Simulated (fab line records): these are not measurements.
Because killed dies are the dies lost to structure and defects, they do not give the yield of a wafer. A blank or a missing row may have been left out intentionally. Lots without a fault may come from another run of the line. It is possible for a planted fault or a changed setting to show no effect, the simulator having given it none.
A lot that was struck, set against a sound lot -- flow berkeley cmos170 -- 43 steps out of a route of 331
Sound: wafers L671.3, L671.5, L671.6. Struck: wafers L655.2, L655.4, L655.5. The cause is named last.
At each step with rows: each side's tool, then ch and its chambers, then its first start. Under that, the readings that differ: sound wafers -- struck wafers -- difference of the means -- sigmas: that difference in standard deviations of wafers without a fault.
alike: a reading whose means differ by less than 2 such deviations, as well as words and numbers matching on both sides. not compared: withheld readings; readings where some wafer has no value; bounds like >300 that might hide an equal value; numbers whose values overlap and for which the record gives no deviation.
Wherever a step has rows on one side only, a row that says differs or no value, or a row with sigmas, the two part there. Numbers that don't overlap but have no deviation are shown without sigmas and don't part them. Lack of a reading on every wafer of one side parts them only where that side has two or more wafers.

first, 1 step without rows for these wafers: UCB170_PLDD_STRIP_10 (strips in O2).
UCB170_PLDD_TW_MEAS_11:
  sound on film metro-03, day 10 17:37; struck on film metro-03, day 6 14:16
  alike: PLDD_TW
then, 7 steps without rows for these wafers: UCB170_PLDD_CLEAN_12 (cleans in SPM, time 600 s); UCB170_NLDD_HMDS_00 (prime time 60 s); UCB170_NLDD_COAT_01 (resist thk 900 nm); UCB170_NLDD_SOFTBAKE_02 (time 60 s); UCB170_NLDD_EXPOSE_03 (exposes mask NSELECT, target cd 1200 nm); UCB170_NLDD_PEB_04; UCB170_NLDD_DEVELOP_05 (develop time 45 s).
UCB170_NLDD_CD_MEAS_06 targets a cd of 1200 nm.
  sound on cd sem-01, day 10 19:04; struck on cd sem-01, day 6 15:58
reading,sound,struck,difference,sigmas
cd nm (nm),1201.9 1200.4 1201.6,1198.4 1197.6 1198.3,-3.2,-3
UCB170_NLDD_OVL_MEAS_07:
  sound on overlay-01, day 10 19:09; struck on overlay-02, day 6 16:05
  alike: NLDD_OVL
following that, these wafers have no rows for 1 step: UCB170_NLDD_IMPLANT_08.
UCB170_NLDD_IMPLANT_09:
  sound on implanter-03 ch 0, day 10 19:22; struck on implanter-03 ch 0, day 6 16:17
reading,sound,struck,difference,sigmas
dose ions cm2,4.997e+13 5.003e+13 5.002e+13,3.9e+13 3.896e+13 3.898e+13,-1.1e+13,-99 or more
faraday current uA,153 158 161,123 121 128,-33,-10
  alike: tilt deg
UCB170_NLDD_STRIP_10: strips in O2.
  sound on plasma asher-02 ch 0,1, day 10 19:31; struck on plasma asher-01 ch 0,1, day 6 16:25
  alike: drypump motor current A, o2 flow sccm, oes product au, strip time to endpoint s
  not compared: rf hours counter h
UCB170_NLDD_TW_MEAS_11:
  sound on film metro-04, day 10 19:35; struck on film metro-04, day 6 16:31
reading,sound,struck,difference,sigmas
NLDD_TW,2246 2248 2253,2174 2170 2164,-80,-5
  not compared: hold
UCB170_SPACER_CVD_00: deposits SiO2 from TEOS/O2, target thk 376 nm, time 47 s.
  sound on pecvd-01 ch 0,1, day 10 19:49; struck on pecvd-03 ch 0,1, day 6 17:01
  alike: heater power w
UCB170_SPACER_THK_MEAS_01:
  sound on film metro-01, day 10 19:52; struck on film metro-01, day 6 17:04
  alike: SPACER_TEOS_THK
then, 1 step without rows for these wafers: UCB170_SPACER_ANNEAL_02 (time 1800 s).
UCB170_SPACER_ETCHBACK_03: etches SiO2 in CHF3/CF4/Ar, stops on Si, target depth 376 nm, time 100 s.
  sound on rie diel-02 ch 1,2, day 11 05:04; struck on rie diel-01 ch 0,2,3, day 6 20:35
  alike: drypump motor current A, oes product au, throttle valve pct
  not compared: rf hours counter h
then, 6 steps without rows for these wafers: UCB170_PSD_HMDS_00 (prime time 60 s); UCB170_PSD_COAT_01 (resist thk 900 nm); UCB170_PSD_SOFTBAKE_02 (time 60 s); UCB170_PSD_EXPOSE_03 (exposes mask PSELECT MOD, target cd 1200 nm); UCB170_PSD_PEB_04; UCB170_PSD_DEVELOP_05 (develop time 45 s).
UCB170_PSD_CD_MEAS_06 targets a cd of 1200 nm.
  sound on cd sem-01, day 11 06:45; struck on cd sem-01, day 6 22:20
  alike: cd nm
UCB170_PSD_OVL_MEAS_07:
  sound on overlay-02, day 11 06:50; struck on overlay-02, day 6 22:27
  alike: PSD_OVL
following that, these wafers have no rows for 1 step: UCB170_PSD_IMPLANT_08.
UCB170_PSD_STRIP_09: strips in O2.
  sound on plasma asher-04 ch 0,1, day 11 07:03; struck on plasma asher-02 ch 0,1, day 6 22:38
  alike: drypump motor current A, o2 flow sccm, oes product au, strip time to endpoint s
  not compared: rf hours counter h
UCB170_PSD_TW_MEAS_10:
  sound on film metro-03, day 11 07:08; struck on film metro-02, day 6 22:44
  alike: PSD_TW
then, 7 steps without rows for these wafers: UCB170_PSD_CLEAN_11 (cleans in SPM, time 600 s); UCB170_NSD_HMDS_00 (prime time 60 s); UCB170_NSD_COAT_01 (resist thk 900 nm); UCB170_NSD_SOFTBAKE_02 (time 60 s); UCB170_NSD_EXPOSE_03 (exposes mask NSELECT MOD, target cd 1200 nm); UCB170_NSD_PEB_04; UCB170_NSD_DEVELOP_05 (develop time 45 s).
UCB170_NSD_CD_MEAS_06 targets a cd of 1200 nm.
  sound on cd sem-01, day 11 08:14; struck on cd sem-02, day 6 23:50
  alike: cd nm
UCB170_NSD_OVL_MEAS_07:
  sound on overlay-02, day 11 08:20; struck on overlay-02, day 6 23:56
  alike: NSD_OVL
following that, these wafers have no rows for 1 step: UCB170_NSD_IMPLANT_08.
UCB170_NSD_STRIP_09: strips in O2.
  sound on plasma asher-02 ch 0,1, day 11 08:32; struck on plasma asher-01 ch 0,1, day 7 00:07
reading,sound,struck,difference,sigmas
drypump motor current A (A),6.5 5.3 6.5,5.0 4.9 4.9,-1.2,-2
  alike: o2 flow sccm, oes product au, strip time to endpoint s
  not compared: rf hours counter h
UCB170_SDANNEAL_RS_MEAS_05: the measuring method here is four-point-probe.
  sound on film metro-02, day 11 10:05; struck on film metro-02, day 7 02:08
reading,sound,struck,difference,sigmas
NLDD_RS (ohm/sq),618.1 617.8 616.6,665.3 666.0 666.1,+48.3,+32
  not compared: hold
UCB170_M3_PROBE_99:
  the record has rows for the struck wafers here (prober-01, day 8 00:41) and none for the sound ones

## WHERE THEY PART
Last at UCB170_M3_PROBE_99 as far as this record goes, first at UCB170_NLDD_CD_MEAS_06.

WHY: what had been put in by the simulator
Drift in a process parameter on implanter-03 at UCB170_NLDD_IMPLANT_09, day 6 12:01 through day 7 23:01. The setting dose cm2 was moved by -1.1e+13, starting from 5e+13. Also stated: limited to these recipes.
